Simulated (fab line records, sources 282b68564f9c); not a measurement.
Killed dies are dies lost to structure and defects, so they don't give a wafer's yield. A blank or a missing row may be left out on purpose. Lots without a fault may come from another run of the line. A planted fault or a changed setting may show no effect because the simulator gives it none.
A struck lot beside a sound one | flow rit_cmos | 28 steps out of a route of 202
Sound: wafers L497.2, L497.3, L497.6. Struck: wafers L502.1, L502.3, L502.5. The cause comes at the end.
At each step with rows: each side's tool, then ch and its chambers, then its first start. Under that, the readings that differ: sound wafers | struck wafers | difference of the means | sigmas: that difference in standard deviations of wafers without a fault.
alike: readings whose means differ by less than 2 such deviations, and words and numbers that are the same on both sides. not compared: withheld readings, readings that some wafer has no value for, bounds like >300 that may hide the same value, and numbers for which the record gives no deviation and whose values overlap.
The two part at a step that has a row with sigmas, a row that says differs or no value, or rows on one side only. Numbers that don't overlap but have no deviation are shown without sigmas and don't part them. A reading that every wafer of one side lacks parts them only if that side has two wafers or more.

RIT_ACTIVE_BOW_MEAS_00:
  sound on film_metro-04, day 3 07:01; struck on film_metro-01, day 4 08:00
  alike: INCOMING_BOW
RIT_ACTIVE_OXIDATION_01: target thk 46.8 nm, ox time 3360 s.
  sound on furnace-04 ch 0, day 3 10:17; struck on furnace-01 ch 0, day 4 09:33
  reading                                       | sound                | struck               | difference | sigmas
  spike_tc_centre_C (C)                         | 999.4 1000.7 1000.7  | 962.6 964.3 962.1    | -37.3      | -23
  spike_tc_load_C (C)                           | 1024.5 1025.7 1024.8 | 983.0 982.2 983.1    | -42.2      | -18
  spike_tc_source_C (C)                         | 1027 1028 1028       | 980 982 981          | -47        | -13
  tube_center_temp_C (C)                        | 999.98 1000.1 999.98 | 960.07 959.95 960.08 | -39.99     | -99 or more
  tube_center_temp_C_max                        | 1002.5 1002.1 1002.6 | 962.2 962.4 962.0    | -40.2      | -91
  zone_power_centre_pct (%)                     | 46.2 45.9 46.0       | 43.5 43.3 43.9       | -2.5       | -5
  model.SiO2_of_ACTIVE_OXIDATION_01.thk_nm (nm) | 46.6 46.23 46.66     | 30.66 30.46 31.09    | -15.76     |
RIT_ACTIVE_THK_MEAS_02:
  sound on film_metro-03, day 3 12:14; struck on film_metro-03, day 4 11:29
  reading               | sound          | struck         | difference | sigmas
  ACTIVE_OXIDE_THK (nm) | 46.6 46.3 46.7 | 30.6 30.5 31.1 | -15.8      | -20
then, 1 step without rows for these wafers: RIT_ACTIVE_CVD_03 (deposits Si3N4 from SiH2Cl2/NH3, target thk 150 nm, time 1500 s).
RIT_ACTIVE_THK_MEAS_04:
  sound on film_metro-01, day 3 13:43; struck on film_metro-03, day 4 12:58
  alike: ACTIVE_NITRIDE_THK
then, 6 steps without rows for these wafers: RIT_ACTIVE_HMDS_05 (prime time 60 s); RIT_ACTIVE_COAT_06 (resist thk 1000 nm); RIT_ACTIVE_SOFTBAKE_07 (time 60 s); RIT_ACTIVE_EXPOSE_08 (exposes mask M1, target cd 1400 nm); RIT_ACTIVE_PEB_09; RIT_ACTIVE_DEVELOP_10 (develop time 50 s).
RIT_ACTIVE_CD_MEAS_11: target cd 1400 nm.
  sound on cd_sem-01, day 3 14:38; struck on cd_sem-01, day 4 13:52
  reading    | sound                | struck               | difference | sigmas
  cd_nm (nm) | 1397.2 1399.4 1398.3 | 1403.7 1404.2 1402.4 | +5.1       | +2
then, 1 step without rows for these wafers: RIT_ACTIVE_HARDBAKE_12 (time 60 s).
RIT_ACTIVE_ETCH_13: etches Si3N4 in SF6, stops on SiO2, time 210 s, target depth 210 nm.
  sound on rie_diel-01 ch 0,2,3, day 3 14:59; struck on rie_diel-04 ch 0,1,2, day 4 14:08
  alike: SF6_flow_sccm, drypump_motor_current_A, oes_product_au, throttle_valve_pct
  not compared: rf_hours_counter_h
RIT_ACTIVE_STRIP_14: strips in O2, time 180 s.
  sound on plasma_asher-03 ch 0,1, day 3 15:08; struck on plasma_asher-03 ch 0,1, day 4 14:16
  alike: drypump_motor_current_A
  not compared: rf_hours_counter_h
RIT_ACTIVE_CD_MEAS_90: target cd 1400 nm.
  sound on cd_sem-02, day 3 15:19; struck on cd_sem-02, day 4 14:30
  reading    | sound                | struck               | difference | sigmas
  cd_nm (nm) | 1397.9 1399.4 1398.2 | 1403.5 1404.2 1402.3 | +4.8       | +2
then, 4 steps without rows for these wafers: RIT_ACTIVE_CLEAN_15 (cleans in SC1, time 600 s); RIT_ACTIVE_CLEAN_16 (cleans in dHF, time 30 s); RIT_ACTIVE_CLEAN_17 (cleans in SC2, time 600 s); RIT_FOX1_OXIDATION_00 (target thk 350.7 nm, ox time 1130 s).
RIT_FOX1_THK_MEAS_01:
  sound on film_metro-02, day 3 17:08; struck on film_metro-04, day 4 16:40
  alike: FOX1_OXIDE_THK
then, 2 steps without rows for these wafers: RIT_FOX1_WET_ETCH_02 (etches SiO2 in BOE, target depth 350 nm, time 390 s); RIT_FOX2_OXIDATION_00 (target thk 350.7 nm, ox time 1130 s).
RIT_FOX2_THK_MEAS_01:
  sound on film_metro-04, day 3 18:37; struck on film_metro-02, day 4 18:25
  reading             | sound       | struck      | difference | sigmas
  FOX2_OXIDE_THK (nm) | 353 350 349 | 339 338 336 | -13        | -2
then, 1 step without rows for these wafers: RIT_FOX2_CLEAN_02 (cleans in dHF, time 180 s).
RIT_FOX2_WET_ETCH_03: etches Si3N4 in H3PO4, target depth 195 nm, time 2700 s.
  sound on wet_bench-04 ch 1, day 3 18:44; struck on wet_bench-03 ch 1, day 4 18:32
  reading                                       | sound            | struck           | difference | sigmas
  model.SiO2_of_ACTIVE_OXIDATION_01.thk_nm (nm) | 40.87 41.1 41.17 | 27.39 27.22 27.8 | -13.58     |
RIT_FOX2_THK_MEAS_90:
  sound on film_metro-01, day 3 20:15; struck on film_metro-02, day 4 19:18
  reading                     | sound       | struck      | difference | sigmas
  FIELD_OXIDE_LEFT_1_THK (nm) | 326 322 322 | 312 311 309 | -13        | -2
RIT_M1_PROBE_99:
  sound on prober-02, day 5 13:29; struck on prober-01, day 6 08:47
  reading                             | sound             | struck            | difference | sigmas
  model.etest.nldd.width_nm (nm)      | 3183 3174 3171    | 3319 3314 3311    | +139       |
  model.etest.pldd.width_nm (nm)      | 3169 3172 3155    | 3300 3307 3318    | +143       |
  model.etest.pplus_sal.width_nm (nm) | 3466 3463 3466    | 3578 3587 3574    | +115       |
  model.etest.nplus_sal.width_nm (nm) | 3440 3464 3445    | 3566 3580 3551    | +116       |
  model.etest.nmos_0p3.r_on_ohm_um    | 2131 2100 2124    | 2016 2026 2011    | -101       |
  model.etest.nmos_narrow.drive_ua_um | 227.3 240.1 234.6 | 283.1 282.4 278.2 | +47.2      |
  model.etest.pmos_narrow.drive_ua_um | 102.9 107 104.9   | 123.8 123.9 123   | +18.6      |
  model.etest.nmos_0p3.drive_ua_um    | 229.2 237.3 233.9 | 246.3 247.9 247.9 | +13.9      |
  alike: killed_at_contacts, killed_at_front_end, killed_dies, killed_on_rim, killed_open, killed_short

WHERE THEY PART
First at RIT_ACTIVE_OXIDATION_01; last, within this record, at RIT_FOX2_THK_MEAS_90. Later steps at which nothing parts them and some readings are alike: RIT_M1_PROBE_99.

WHY: what the simulator had put in
Process parameter drift: furnace-01, from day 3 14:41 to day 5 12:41, at RIT_ACTIVE_OXIDATION_01. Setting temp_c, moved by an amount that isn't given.
